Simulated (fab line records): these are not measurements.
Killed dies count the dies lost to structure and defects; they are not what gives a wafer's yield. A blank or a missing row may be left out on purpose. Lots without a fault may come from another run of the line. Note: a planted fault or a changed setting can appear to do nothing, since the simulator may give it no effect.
fab line records ; flow rit-cmos
[record] lots = 5; wafers = 23
route steps=202 shown ACTIVE@4 PWELL@40 NRETRO@61 GATE@89 PLDD@122 NSD@139 SDANNEAL@156 PSD@157 CONTACT@168
start-h: hours from the record's first day to the start of the lot's first wafer shown ; wait-h: hours from the lot's prior step to this one ; " same as the row above ; L1.1+2: one row covering several wafers at once ; - no value present, or no start provided ; * or withheld: withheld ; < > ~ a bound
route shown NAME@n: a module of which the file shows steps, and the number in the route of the first ; usual: mean/standard deviation of fault-free wafers ; same: alike in all rows ; chamber/n: place in a boat ; sites: per-site readings ; _std_site: standard deviation of those values ; _edge_site: outer sites' mean less inner sites' ; radius-mm: for every site, how far away it sits from the centre of the wafer ; mask NAME#n: copy n ; behind: the most recent tool/chamber to have shaped the wafer ; hold: why the lot was held/for how many hours/how that ended ; device: the n, p or np transistor that did not switch ; end of line: tests of these same wafers at the route's end ; a step given without rows: its recipe and nothing more ; killed: not the wafer's yield, but the dies lost to structure and defects at the first sort ; map: a wafer's dies, x killed, . not, _ none there
set.NAME: the setting as run; set.NAME@STEP: as run at that earlier step ; model.NAME: the simulator's own value behind a step, which no gauge read
lots where settings were altered on purpose, with a table for each step and a row for each wafer
[[steps]]
[step RIT_ACTIVE_CVD_03]
[recipe] material = Si3N4; target-thk-nm = 150; temp-c = 810; precursor = SiH2Cl2/NH3; time-s = 1500; pressure-mtorr = 300; sih2cl2-flow-sccm = 60; nh3-flow-sccm = 150
lot.wafer;tool;chamber;start-h;wait-h;set.time-s;model.Si3N4_of_ACTIVE_CVD_03.thk-nm
L074.1;-;-;-;0.2;1292;128.4
L074.2;-;-;-;0.2;1292;130.2
L074.3;-;-;-;0.2;1292;129.8
L074.4;-;-;-;0.2;1292;129.9
L074.6;-;-;-;0.2;1292;128.9
L079.1;lpcvd-01;1;37.11;0.1;1500;151.2
L079.2;lpcvd-01;1;37.11;0.1;1500;152
L079.3;lpcvd-01;1;37.11;0.1;1500;149.8
L080.1+3;-;-;-;0.1;1416;144.1
L080.2;-;-;-;0.1;1416;143.7
L080.4;-;-;-;0.1;1416;143.9
L080.6;-;-;-;0.1;1416;142.8
L081.2+5;-;-;-;0.0;1399;141.2
L081.3;-;-;-;0.0;1399;140.8
L081.4;-;-;-;0.0;1399;140.9
L081.6;-;-;-;0.0;1399;141
L082.1;-;-;-;0.1;1621;162.4
L082.2;-;-;-;0.1;1621;161.5
L082.4;-;-;-;0.1;1621;162.8
L082.5;-;-;-;0.1;1621;162.5
L082.6;-;-;-;0.1;1621;162.7
[step RIT_ACTIVE_THK_MEAS_04]
[recipe] reads = Si3N4_of_ACTIVE_CVD_03
[usual] ACTIVE_NITRIDE_THK = 150.2/1.3
lot.wafer;tool;chamber;start-h;wait-h;set.time-s@ACTIVE_CVD_03;ACTIVE_NITRIDE_THK[nm]
L074.1;film-metro-02;-;-;-;1292;128.4
L074.2;film-metro-02;-;-;-;1292;130.3
L074.3;film-metro-02;-;-;-;1292;129.8
L074.4;film-metro-02;-;-;-;1292;130.0
L074.6;film-metro-02;-;-;-;1292;128.9
L079.1;film-metro-04;-;38.53;0.0;1500;151.2
L079.2;film-metro-04;-;38.53;0.0;1500;152.2
L079.3;film-metro-04;-;38.53;0.0;1500;149.8
L080.1;film-metro-01;-;-;-;1416;144.0
L080.2;film-metro-01;-;-;-;1416;143.7
L080.3;film-metro-01;-;-;-;1416;144.2
L080.4;film-metro-01;-;-;-;1416;144.0
L080.6;film-metro-01;-;-;-;1416;142.9
L081.2;film-metro-04;-;-;-;1399;141.2
L081.3;film-metro-04;-;-;-;1399;140.8
L081.4;film-metro-04;-;-;-;1399;140.9
L081.5;film-metro-04;-;-;-;1399;141.2
L081.6;film-metro-04;-;-;-;1399;140.9
L082.1;film-metro-02;-;-;-;1621;162.5
L082.2;film-metro-02;-;-;-;1621;161.4
L082.4;film-metro-02;-;-;-;1621;162.9
L082.5;film-metro-02;-;-;-;1621;162.4
L082.6;film-metro-02;-;-;-;1621;162.7
[step RIT_ACTIVE_ETCH_13]
[recipe] stop-on = SiO2; chemistry = SF6; target = Si3N4; time-s = 210; over-etch-frac = 0.4; SF6_flow_sccm = 200; pressure-mtorr = 260; rf-w = 125; target-depth-a = 2100
lot.wafer;tool;chamber;start-h;wait-h;set.over-etch-frac;set.time-s@ACTIVE_CVD_03;model.ACTIVE.feature-depth-nm;model.etch.depth-nm
L074.1;rie-diel-04;1;17.04;0.1;0.3224;1292;128.4;128.4
L074.2;rie-diel-04;2;17.04;0.1;0.4;1292;132.1;130.2
L074.3;rie-diel-04;0;17.04;0.1;0.3224;1292;129.8;129.8
L074.4;rie-diel-04;3;17.04;0.1;0.3224;1292;129.9;129.9
L074.6;rie-diel-04;0;17.04;0.1;0.4;1292;128.9;128.9
L079.1;rie-diel-04;0;39.90;0.1;0.4;1500;151.2;151.2
L079.2;rie-diel-04;3;39.90;0.1;0.4;1500;152;152
L079.3;rie-diel-04;1;39.90;0.1;0.4;1500;150.7;149.8
L080.1;rie-diel-04;3;45.36;0.1;0.3032;1416;144.1;144.1
L080.2;rie-diel-04;1;45.36;0.1;0.3032;1416;143.7;143.7
L080.3;rie-diel-04;0;45.36;0.1;0.4;1416;144.1;144.1
L080.4;rie-diel-04;2;45.36;0.1;0.3032;1416;143.9;143.9
L080.6;rie-diel-04;3;45.36;0.1;0.4;1416;142.8;142.8
L081.2;rie-diel-02;0;51.03;0.1;0.2923;1399;141.2;141.2
L081.3;rie-diel-02;2;51.03;0.1;0.4;1399;140.8;140.8
L081.4;rie-diel-02;2;51.03;0.1;0.2923;1399;140.9;140.9
L081.5;rie-diel-02;0;51.03;0.1;0.4;1399;143;141.2
L081.6;rie-diel-02;3;51.03;0.1;0.2923;1399;141;141
L082.1;rie-diel-04;1;54.83;0.1;0.4;1621;163.3;162.4
L082.2;rie-diel-04;3;54.83;0.1;0.4;1621;161.5;161.5
L082.4;rie-diel-04;0;54.83;0.1;0.4;1621;162.8;162.8
L082.5;rie-diel-04;3;54.83;0.1;0.4;1621;162.5;162.5
L082.6;rie-diel-04;1;54.83;0.1;0.4;1621;163.6;162.7
[step RIT_PWELL_COAT_01]
[recipe] resist = NOVOLAK; spin-rpm = 2000; resist-thk-nm = 1300
lot.wafer;tool;chamber;start-h;wait-h;set.resist-thk-nm;model.NOVOLAK_of_PWELL_COAT_01.thk-nm
L074.1+2;litho-track-03;0;25.51;0.1;1337;1344
L074.3;litho-track-03;0;25.51;0.1;1337;1350
L074.4;litho-track-03;0;25.51;0.1;1300;1304
L074.6;litho-track-03;0;25.51;0.1;1300;1303
L079.1;litho-track-04;0;47.12;0.1;1300;1292
L079.2;litho-track-04;0;47.12;0.1;1300;1294
L079.3;litho-track-04;0;47.12;0.1;1300;1291
L080.1+6;litho-track-01;0;56.21;0.1;1300;1305
L080.2;litho-track-01;0;56.21;0.1;1300;1307
L080.3;litho-track-01;0;56.21;0.1;1300;1303
L080.4;litho-track-01;0;56.21;0.1;1300;1306
L081.2+5;litho-track-04;0;57.77;0.1;1241;1239
L081.3;litho-track-04;0;57.77;0.1;1300;1298
L081.4;litho-track-04;0;57.77;0.1;1300;1299
L081.6;litho-track-04;0;57.77;0.1;1300;1296
L082.1;litho-track-03;0;61.24;0.1;1239;1233
L082.2;litho-track-03;0;61.24;0.1;1239;1234
L082.4;litho-track-03;0;61.24;0.1;1239;1238
L082.5;litho-track-03;0;61.24;0.1;1300;1298
L082.6;litho-track-03;0;61.24;0.1;1300;1297
[step RIT_PWELL_SOFTBAKE_02]
[recipe] resist = NOVOLAK; temp-c = 90; time-s = 60
[step RIT_PWELL_EXPOSE_03]
[recipe] mask-id = M3; na = 0.57; target-cd-nm = 43700; dose-mj = 250
[step RIT_PWELL_DEVELOP_05]
[recipe] resist = NOVOLAK; develop-time-s = 68; dev-temp-c = 23
[step RIT_PWELL_HARDBAKE_07]
[recipe] resist = NOVOLAK; temp-c = 140; time-s = 120
lot.wafer;tool;chamber;start-h;wait-h;set.resist-thk-nm@PWELL_COAT_01;model.NOVOLAK_of_PWELL_COAT_01.thk-nm
L074.1;litho-track-01;0;26.28;0.0;1337;1174
L074.2;litho-track-01;0;26.28;0.0;1337;1175
L074.3;litho-track-01;0;26.28;0.0;1337;1180
L074.4;litho-track-01;0;26.28;0.0;1300;1140
L074.6;litho-track-01;0;26.28;0.0;1300;1139
L079.1;litho-track-01;0;47.88;0.0;1300;1130
L079.2;litho-track-01;0;47.88;0.0;1300;1131
L079.3;litho-track-01;0;47.88;0.0;1300;1129
L080.1+6;litho-track-01;0;57.26;0.0;1300;1141
L080.2;litho-track-01;0;57.26;0.0;1300;1143
L080.3;litho-track-01;0;57.26;0.0;1300;1139
L080.4;litho-track-01;0;57.26;0.0;1300;1142
L081.2;litho-track-04;0;58.56;0.1;1241;1085
L081.3;litho-track-04;0;58.56;0.1;1300;1135
L081.4;litho-track-04;0;58.56;0.1;1300;1136
L081.5;litho-track-04;0;58.56;0.1;1241;1084
L081.6;litho-track-04;0;58.56;0.1;1300;1134
L082.1;litho-track-03;0;62.14;0.0;1239;1079
L082.2;litho-track-03;0;62.14;0.0;1239;1080
L082.4;litho-track-03;0;62.14;0.0;1239;1084
L082.5;litho-track-03;0;62.14;0.0;1300;1135
L082.6;litho-track-03;0;62.14;0.0;1300;1134
[step RIT_NRETRO_IMPLANT_08]
[recipe] species = P; energy-kev = 70; dose-cm2 = 1e+13; tilt-deg = 7
lot.wafer;tool;chamber;start-h;wait-h;set.energy-kev;model.implant.rp-nm;model.implant.drp-nm
L074.1+3;implanter-02;0;34.01;0.2;67.64;80.09;32.96
L074.2+4+6;implanter-02;0;34.01;0.2;70;82.96;33.94
L079.1+2+3;implanter-04;0;55.11;0.2;70;84.69;33.94
L080.1+4;implanter-03;0;64.54;0.2;70;86.36;33.94
L080.2+3+6;implanter-03;0;64.54;0.2;71.88;88.74;34.7
L081.2+5+6;implanter-04;0;65.66;0.2;70;84.83;33.94
L081.3+4;implanter-04;0;65.66;0.2;72.65;88.13;35.02
L082.1+4+5;implanter-04;0;69.77;0.2;70;84.41;33.94
L082.2+6;implanter-04;0;69.77;0.2;71.26;85.97;34.45
[step RIT_GATE_EXPOSE_13]
[recipe] mask-id = M6; na = 0.6; source-shape = conventional; sigma-outer = 0.6; target-cd-nm = 150; dose-mj = 380
lot.wafer;tool;chamber;start-h;wait-h;mask;set.dose-mj
L074.1+6;iline-stepper-01;0;40.52;0.2;M6#0;387.9
L074.2+3+4;iline-stepper-01;0;40.52;0.2;M6#0;380
L079.1+2+3;iline-stepper-01;0;62.15;0.1;M6#0;380
L080.1+4+6;iline-stepper-02;0;70.67;0.2;M6#0;380
L080.2+3;iline-stepper-02;0;70.67;0.2;M6#0;399.2
L081.2+4;iline-stepper-01;0;71.89;0.2;M6#0;380
L081.3+5+6;iline-stepper-01;0;71.89;0.2;M6#0;404.9
L082.1+2;iline-stepper-02;0;75.93;0.2;M6#0;371.6
L082.4+5+6;iline-stepper-02;0;75.93;0.2;M6#0;380
[step RIT_GATE_DEVELOP_15]
[recipe] resist = NOVOLAK; develop-time-s = 50; dev-temp-c = 23
lot.wafer;tool;chamber;start-h;wait-h;set.develop-time-s
L074.1+3+4;litho-track-01;0;-;-;45
L074.2+6;litho-track-01;0;-;-;50
L079.1+2+3;litho-track-04;0;-;-;50
L080.1+2+3+4+6;litho-track-01;0;-;-;50
L081.2+6;litho-track-02;0;-;-;50
L081.3+4+5;litho-track-02;0;-;-;43.6
L082.1+2+5;litho-track-04;0;-;-;50
L082.4+6;litho-track-04;0;-;-;47.69
[step RIT_GATE_HARDBAKE_18]
[recipe] resist = NOVOLAK; temp-c = 140; time-s = 60
[step RIT_GATE_ETCH_19]
[recipe] chemistry = SF6/CHF3/O2; time-s = 165; SF6_flow_sccm = 30; CHF3_flow_sccm = 30; O2_flow_sccm = 5; target = poly-Si; pressure-mtorr = 40; rf-w = 160; target-depth-a = 3125; over-etch-frac = 0.25; stop-on = SiO2
lot.wafer;tool;chamber;start-h;wait-h;set.dose-mj@GATE_EXPOSE_13;set.develop-time-s@GATE_DEVELOP_15;model.GATE.cd-nm
L074.1;rie-si-01;0;41.23;0.1;387.9;45;158.9
L074.2;rie-si-01;2;41.23;0.1;380;50;152.8
L074.3+4;rie-si-01;3,1;41.23;0.1;380;45;-
L074.6;rie-si-01;2;41.23;0.1;387.9;50;141.2
L079.1;rie-si-02;1;62.86;0.1;380;50;148.7
L079.2;rie-si-02;3;62.86;0.1;380;50;150.1
L079.3;rie-si-02;2;62.86;0.1;380;50;149.4
L080.1;rie-si-01;1;71.38;0.1;380;50;149.6
L080.2+3;rie-si-01;0,3;71.38;0.1;399.2;50;125
L080.4;rie-si-01;2;71.38;0.1;380;50;152.2
L080.6;rie-si-01;2;71.38;0.1;380;50;150.8
L081.2;rie-si-02;1;72.58;0.1;380;50;152
L081.3;rie-si-02;2;72.58;0.1;404.9;43.6;143.2
L081.4;rie-si-02;3;72.58;0.1;380;43.6;-
L081.5;rie-si-02;1;72.58;0.1;404.9;43.6;143.4
L081.6;rie-si-02;2;72.58;0.1;404.9;50;120.1
L082.1;rie-si-01;0;76.63;0.1;371.6;50;161.2
L082.2;rie-si-01;2;76.63;0.1;371.6;50;163.2
L082.4;rie-si-01;1;76.63;0.1;380;47.69;158.9
L082.5;rie-si-01;0;76.63;0.1;380;50;151.2
L082.6;rie-si-01;1;76.63;0.1;380;47.69;157.8
[step RIT_PLDD_IMPLANT_08]
[recipe] species = BF2; energy-kev = 20; dose-cm2 = 9e+14; tilt-deg = 7
lot.wafer;tool;chamber;start-h;wait-h;set.dose-cm2
L074.1+2+3+4+6;implanter-01;0;48.07;0.1;9e+14
L079.1+2+3;implanter-03;0;69.41;0.1;9e+14
L080.1+3;implanter-03;0;77.56;0.1;9e+14
L080.2+4+6;implanter-03;0;77.56;0.1;9.592e+14
L081.2+3+5;implanter-01;0;78.73;0.1;8.709e+14
L081.4+6;implanter-01;0;78.73;0.1;9e+14
L082.1+5;implanter-01;0;82.60;0.1;9e+14
L082.2+4+6;implanter-01;0;82.60;0.1;8.568e+14
[step RIT_NSD_IMPLANT_08]
[recipe] species = P; energy-kev = 25; dose-cm2 = 1e+15; tilt-deg = 7
lot.wafer;tool;chamber;start-h;wait-h;set.dose-cm2
L074.1+2+3;implanter-02;0;51.98;0.1;9.43e+14
L074.4+6;implanter-02;0;51.98;0.1;1e+15
L079.1+2+3;implanter-04;0;73.34;0.1;1e+15
L080.1+2+3+4+6;implanter-03;0;82.51;0.1;1e+15
L081.2+4+5;implanter-02;0;83.00;0.1;1e+15
L081.3+6;implanter-02;0;83.00;0.1;9.424e+14
L082.1+4+5;implanter-03;0;86.69;0.1;1e+15
L082.2+6;implanter-03;0;86.69;0.1;9.447e+14
[step RIT_SDANNEAL_RTA_03]
[recipe] temp-c = 1050; time-s = 5; idle-temp-c = 600; ramp-up-c-per-s = 342; ramp-down-c-per-s = 171; cool-to-c = 600; ambient = N2
lot.wafer;tool;chamber;start-h;wait-h;set.time-s
L074.1+2+3+4+6;rtp-anneal-02;0;54.15;0.0;5
L079.1+2+3;rtp-anneal-01;0;75.73;0.0;5
L080.1+2+3+4+6;rtp-anneal-02;0;84.72;0.0;5
L081.2+5;rtp-anneal-01;0;85.16;0.0;5.348
L081.3+4+6;rtp-anneal-01;0;85.16;0.0;5
L082.1+5+6;rtp-anneal-02;0;88.91;0.0;5
L082.2+4;rtp-anneal-02;0;88.91;0.0;4.422
[step RIT_SDANNEAL_RS_MEAS_04]
[recipe] thk-meas-gauge = four-point-probe
[usual] PSD_RS = 116.56/0.28
lot.wafer;tool;chamber;start-h;wait-h;set.time-s@SDANNEAL_RTA_03;PSD_RS[ohm/sq]
L074.1;film-metro-02;-;54.21;0.0;5;116.38
L074.2;film-metro-02;-;54.21;0.0;5;116.51
L074.3;film-metro-02;-;54.21;0.0;5;116.75
L074.4;film-metro-02;-;54.21;0.0;5;116.75
L074.6;film-metro-02;-;54.21;0.0;5;116.61
L079.1;film-metro-01;-;75.79;0.0;5;116.41
L079.2;film-metro-01;-;75.79;0.0;5;116.63
L079.3;film-metro-01;-;75.79;0.0;5;116.83
L080.1;film-metro-02;-;84.78;0.0;5;116.49
L080.2;film-metro-02;-;84.78;0.0;5;116.65
L080.3;film-metro-02;-;84.78;0.0;5;116.99
L080.4;film-metro-02;-;84.78;0.0;5;116.70
L080.6;film-metro-02;-;84.78;0.0;5;116.58
L081.2;film-metro-01;-;85.23;0.1;5.348;115.31
L081.3;film-metro-01;-;85.23;0.1;5;116.48
L081.4;film-metro-01;-;85.23;0.1;5;116.18
L081.5;film-metro-01;-;85.23;0.1;5.348;115.64
L081.6;film-metro-01;-;85.23;0.1;5;116.03
L082.1;film-metro-01;-;88.97;0.0;5;116.69
L082.2;film-metro-01;-;88.97;0.0;4.422;118.64
L082.4;film-metro-01;-;88.97;0.0;4.422;118.34
L082.5;film-metro-01;-;88.97;0.0;5;116.56
L082.6;film-metro-01;-;88.97;0.0;5;116.47
[step RIT_SDANNEAL_RS_MEAS_05]
[recipe] thk-meas-gauge = four-point-probe
[usual] NSD_RS = 84.63/0.3
lot.wafer;tool;chamber;start-h;wait-h;set.dose-cm2@NSD_IMPLANT_08;NSD_RS[ohm/sq]
L074.1;film-metro-02;-;54.33;0.1;9.43e+14;88.82
L074.2;film-metro-02;-;54.33;0.1;9.43e+14;88.45
L074.3;film-metro-02;-;54.33;0.1;9.43e+14;88.45
L074.4;film-metro-02;-;54.33;0.1;1e+15;84.10
L074.6;film-metro-02;-;54.33;0.1;1e+15;84.28
L079.1;film-metro-01;-;75.91;0.1;1e+15;84.72
L079.2;film-metro-01;-;75.91;0.1;1e+15;84.58
L079.3;film-metro-01;-;75.91;0.1;1e+15;84.78
L080.1;film-metro-02;-;84.90;0.1;1e+15;84.19
L080.2;film-metro-02;-;84.90;0.1;1e+15;84.38
L080.3;film-metro-02;-;84.90;0.1;1e+15;84.25
L080.4;film-metro-02;-;84.90;0.1;1e+15;84.57
L080.6;film-metro-02;-;84.90;0.1;1e+15;84.20
L081.2;film-metro-01;-;85.35;0.1;1e+15;84.51
L081.3;film-metro-01;-;85.35;0.1;9.424e+14;88.70
L081.4;film-metro-01;-;85.35;0.1;1e+15;84.46
L081.5;film-metro-01;-;85.35;0.1;1e+15;84.87
L081.6;film-metro-01;-;85.35;0.1;9.424e+14;88.58
L082.1;film-metro-01;-;89.09;0.1;1e+15;84.49
L082.2;film-metro-01;-;89.09;0.1;9.447e+14;88.44
L082.4;film-metro-01;-;89.09;0.1;1e+15;84.47
L082.5;film-metro-01;-;89.09;0.1;1e+15;84.61
L082.6;film-metro-01;-;89.09;0.1;9.447e+14;88.20
[step RIT_SDANNEAL_RS_MEAS_06]
[recipe] thk-meas-gauge = four-point-probe
[usual] PLDD_RS = 178.9/0.4
lot.wafer;tool;chamber;start-h;wait-h;set.dose-cm2@PLDD_IMPLANT_08;PLDD_RS[ohm/sq]
L074.1;film-metro-02;-;54.45;0.1;9e+14;179.2
L074.2;film-metro-02;-;54.45;0.1;9e+14;178.9
L074.3;film-metro-02;-;54.45;0.1;9e+14;179.0
L074.4;film-metro-02;-;54.45;0.1;9e+14;179.2
L074.6;film-metro-02;-;54.45;0.1;9e+14;179.3
L079.1;film-metro-01;-;76.03;0.1;9e+14;179.1
L079.2;film-metro-01;-;76.03;0.1;9e+14;178.9
L079.3;film-metro-01;-;76.03;0.1;9e+14;179.3
L080.1;film-metro-02;-;85.02;0.1;9e+14;179.4
L080.2;film-metro-02;-;85.02;0.1;9.592e+14;173.8
L080.3;film-metro-02;-;85.02;0.1;9e+14;179.2
L080.4;film-metro-02;-;85.02;0.1;9.592e+14;173.9
L080.6;film-metro-02;-;85.02;0.1;9.592e+14;173.5
L081.2;film-metro-01;-;85.47;0.1;8.709e+14;180.7
L081.3;film-metro-01;-;85.47;0.1;8.709e+14;182.2
L081.4;film-metro-01;-;85.47;0.1;9e+14;178.7
L081.5;film-metro-01;-;85.47;0.1;8.709e+14;180.7
L081.6;film-metro-01;-;85.47;0.1;9e+14;178.0
L082.1;film-metro-01;-;89.21;0.1;9e+14;178.9
L082.2;film-metro-01;-;89.21;0.1;8.568e+14;185.3
L082.4;film-metro-01;-;89.21;0.1;8.568e+14;185.3
L082.5;film-metro-01;-;89.21;0.1;9e+14;178.7
L082.6;film-metro-01;-;89.21;0.1;8.568e+14;182.9
[step RIT_CONTACT_CVD_00]
[recipe] material = SiO2; target-thk-nm = 400; precursor = TEOS; temp-c = 390; time-s = 61; rf-w = 400
lot.wafer;tool;chamber;start-h;wait-h;set.rf-w;model.SiO2_of_CONTACT_CVD_00.thk-nm
L074.1;pecvd-04;1;55.21;0.1;400;397
L074.2;pecvd-04;0;55.21;0.1;359;386.7
L074.3;pecvd-04;2;55.21;0.1;359;389.1
L074.4+6;pecvd-04;2,1;55.21;0.1;400;408.1
L079.1;pecvd-03;1;76.79;0.1;400;396.8
L079.2;pecvd-03;2;76.79;0.1;400;399.7
L079.3;pecvd-03;0;76.79;0.1;400;394.9
L080.1;pecvd-04;0;85.78;0.1;400;394.1
L080.2;pecvd-04;1;85.78;0.1;400;396
L080.3;pecvd-04;2;85.78;0.1;446;411.3
L080.4;pecvd-04;1;85.78;0.1;446;418.4
L080.6;pecvd-04;0;85.78;0.1;400;406.5
L081.2;pecvd-02;2;86.21;0.0;400;399.7
L081.3;pecvd-02;1;86.21;0.0;372.8;385.7
L081.4;pecvd-02;1;86.21;0.0;400;404.6
L081.5;pecvd-02;0;86.21;0.0;372.8;393.3
L081.6;pecvd-02;2;86.21;0.0;372.8;393.1
L082.1;pecvd-03;0;89.97;0.1;400;393.7
L082.2;pecvd-03;1;89.97;0.1;430.9;402.8
L082.4;pecvd-03;0;89.97;0.1;400;399.8
L082.5;pecvd-03;2;89.97;0.1;430.9;410.4
L082.6;pecvd-03;1;89.97;0.1;430.9;407.5
[step RIT_CONTACT_THK_MEAS_01]
[recipe] reads = SiO2_of_CONTACT_CVD_00
[usual] CONTACT_TEOS_THK = 401/5
lot.wafer;tool;chamber;start-h;wait-h;set.rf-w@CONTACT_CVD_00;CONTACT_TEOS_THK[nm]
L074.1;film-metro-03;-;55.26;0.0;400;397
L074.2;film-metro-03;-;55.26;0.0;359;387
L074.3;film-metro-03;-;55.26;0.0;359;389
L074.4;film-metro-03;-;55.26;0.0;400;408
L074.6;film-metro-03;-;55.26;0.0;400;408
L079.1;film-metro-04;-;76.84;0.0;400;397
L079.2;film-metro-04;-;76.84;0.0;400;400
L079.3;film-metro-04;-;76.84;0.0;400;395
L080.1;film-metro-03;-;85.83;0.0;400;394
L080.2;film-metro-03;-;85.83;0.0;400;396
L080.3;film-metro-03;-;85.83;0.0;446;411
L080.4;film-metro-03;-;85.83;0.0;446;419
L080.6;film-metro-03;-;85.83;0.0;400;406
L081.2;film-metro-01;-;86.27;0.0;400;399
L081.3;film-metro-01;-;86.27;0.0;372.8;386
L081.4;film-metro-01;-;86.27;0.0;400;404
L081.5;film-metro-01;-;86.27;0.0;372.8;394
L081.6;film-metro-01;-;86.27;0.0;372.8;393
L082.1;film-metro-04;-;90.02;0.0;400;394
L082.2;film-metro-04;-;90.02;0.0;430.9;403
L082.4;film-metro-04;-;90.02;0.0;400;400
L082.5;film-metro-04;-;90.02;0.0;430.9;410
L082.6;film-metro-04;-;90.02;0.0;430.9;408
[[key]]
[split] step = RIT_ACTIVE_CVD_03; setting = time-s; stated = 1500; by = lot
[response] step = RIT_ACTIVE_CVD_03; reading = model.Si3N4_of_ACTIVE_CVD_03.thk-nm; change = +1.49; per = 1%; r = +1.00
[response] step = RIT_ACTIVE_THK_MEAS_04; reading = ACTIVE_NITRIDE_THK; change = +1.49; per = 1%; r = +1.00
[response] step = RIT_ACTIVE_ETCH_13; reading = model.ACTIVE.feature-depth-nm; change = +1.49; per = 1%; r = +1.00
[response] step = RIT_ACTIVE_ETCH_13; reading = model.etch.depth-nm; change = +1.49; per = 1%; r = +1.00
[split] step = RIT_ACTIVE_ETCH_13; setting = over-etch-frac; stated = 0.4; by = wafer
response none clear
[split] step = RIT_PWELL_COAT_01; setting = resist-thk-nm; stated = 1300; by = wafer
[response] step = RIT_PWELL_COAT_01; reading = model.NOVOLAK_of_PWELL_COAT_01.thk-nm; change = +13.4; per = 1%; r = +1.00
[response] step = RIT_PWELL_HARDBAKE_07; reading = model.NOVOLAK_of_PWELL_COAT_01.thk-nm; change = +11.6; per = 1%; r = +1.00
[split] step = RIT_NRETRO_IMPLANT_08; setting = energy-kev; stated = 70; by = wafer
[response] step = RIT_NRETRO_IMPLANT_08; reading = model.implant.rp-nm; change = +0.868; per = 1%; r = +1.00
[response] step = RIT_NRETRO_IMPLANT_08; reading = model.implant.drp-nm; change = +0.286; per = 1%; r = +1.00
[split] step = RIT_GATE_EXPOSE_13; setting = dose-mj; stated = 380; by = wafer
[response] step = RIT_GATE_ETCH_19; reading = model.GATE.cd-nm; slope = -5.03; per = 1%; together-with = develop-time-s@GATE_DEVELOP_15; explained = 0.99
[split] step = RIT_GATE_DEVELOP_15; setting = develop-time-s; stated = 50; by = wafer
[response] step = RIT_GATE_ETCH_19; reading = model.GATE.cd-nm; slope = -1.79; per = 1%; together-with = dose-mj@GATE_EXPOSE_13; explained = 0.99
[split] step = RIT_PLDD_IMPLANT_08; setting = dose-cm2; stated = 9e+14; by = wafer
[response] step = RIT_SDANNEAL_RS_MEAS_06; reading = PLDD_RS; change = -0.949; per = 1%; r = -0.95
[split] step = RIT_NSD_IMPLANT_08; setting = dose-cm2; stated = 1e+15; by = wafer
[response] step = RIT_SDANNEAL_RS_MEAS_05; reading = NSD_RS; change = -0.719; per = 1%; r = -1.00
[split] step = RIT_SDANNEAL_RTA_03; setting = time-s; stated = 5; by = wafer
[response] step = RIT_SDANNEAL_RS_MEAS_04; reading = PSD_RS; change = -0.15; per = 1%; r = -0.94
[split] step = RIT_CONTACT_CVD_00; setting = rf-w; stated = 400; by = wafer
[response] step = RIT_CONTACT_CVD_00; reading = model.SiO2_of_CONTACT_CVD_00.thk-nm; change = +1.48; per = 1%; r = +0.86
[response] step = RIT_CONTACT_THK_MEAS_01; reading = CONTACT_TEOS_THK; change = +1.49; per = 1%; r = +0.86
